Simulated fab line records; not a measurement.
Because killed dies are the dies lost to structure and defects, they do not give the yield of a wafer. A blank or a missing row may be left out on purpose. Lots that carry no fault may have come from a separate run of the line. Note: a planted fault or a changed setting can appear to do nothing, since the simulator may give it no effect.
Problem report in the 8D (eight disciplines) form, filled by code | flow berkeley-cmos170 | the parts of the form that need people (team, actions taken, sign-off) are left out

## 1. THE ISSUE
Mean PFIELD_TW at UCB170_PFIELD_TW_MEAS_09: 690 over 6 wafers in 2 lots; fault-free wafers: 596, standard deviation 6.1. That puts it +15 standard deviations away from the usual mean.
First observed at day 7 02:20: wafer L617.1, on film-metro-02. At this step, 42 wafers from 14 lots have a number in the record. The rule behind "out" and "out of limits": a value lying over 4 standard deviations away from the usual mean. All remaining wafers that have a number are taken as sound.

## 2. WHAT IT IS, WHAT IT ISN'T
question                    | is                     | is not
which readings at this step | PFIELD_TW              | -
which lots                  | L615, L617             | L605, L606, L610, L611, L612, L613, L616, L623, L624, L626, L627, L628
which wafers of those lots  | all that have a number | -
read on which gauges        | film-metro-02          | film-metro-01, film-metro-04
when                        | from day 7 02:20       | up to then (18 sound wafers); but 18 sound wafers of L616, L623, L624, L626, L627, L628 came after

## 3. THE SUSPECTS, EACH WITH WHAT RULES IT OUT
Counting: a tool stays on the suspect list if, at a process step up to the reading, it processed all lots that are out and no sound lot following the first of them.
- the gauge at UCB170_PFIELD_TW_MEAS_09 has been ruled out. All the wafers that are out were read on film-metro-02, but those of them that UCB170_PFIELD_IMPLANT_07 has rows for are out there too, on other tools.
- implanter-03 at UCB170_PFIELD_IMPLANT_07: kept. Every lot that is out went through it, starting with L617 (day 7 02:05), and after that it ran no sound lot; the last sound lot it ran before then is L611 (day 6 14:44). On those wafers its own readings are out: dose-ions-cm2, faraday-current-uA.
The count leaves implanter-03 at UCB170_PFIELD_IMPLANT_07.

## 4. THE CAUSE (what the simulator had put in)
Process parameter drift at UCB170_PFIELD_IMPLANT_07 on implanter-03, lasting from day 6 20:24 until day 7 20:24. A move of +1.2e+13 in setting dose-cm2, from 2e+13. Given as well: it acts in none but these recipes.
Only this tool survived the counting.

## 5. SEQUENCE OF EFFECTS, ordered by route
Rows list readings where the struck wafers' mean (over those with a number) sits beyond 3 standard deviations from the usual. Only readings for which the record gives a usual standard deviation are gone through. hours: the time from each lot's start at the first step in this table that gives one to its start at this step, as a median over the lots. sigmas: the change in usual standard deviations.
hours | step                     | reading            | usual      | on struck wafers | change      | sigmas
0     | UCB170_PFIELD_IMPLANT_07 | dose-ions-cm2      | 2.0002e+13 | 3.2018e+13       | +1.2016e+13 | +99 or more
0     | UCB170_PFIELD_IMPLANT_07 | faraday-current-uA | 63.5       | 100.4            | +36.9       | +31
0     | UCB170_PFIELD_TW_MEAS_09 | PFIELD_TW          | 596        | 690              | +94         | +15
It contains these process steps:
- UCB170_PFIELD_IMPLANT_07
Later steps that measure or inspect, where all struck wafers having a row at the step show a number for every such reading and not one has moved that far: UCB170_FIELD_THK_MEAS_90.

## 6. WHAT WOULD HAVE CAUGHT IT SOONER
6 hours passed between the start of the fault at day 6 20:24 and the first reading out of limits at a measuring or inspecting step in this record, taken at day 7 02:20.
Tool's own readings at UCB170_PFIELD_IMPLANT_07, dose-ions-cm2, faraday-current-uA: out on all struck wafers the step has rows for; an alarm limit on them would have tripped on the first.
Among the 2 lots that are out, L615 began UCB170_PFIELD_IMPLANT_07 on implanter-03 after day 7 02:20. A tool hold placed at that time would have kept it from harm.
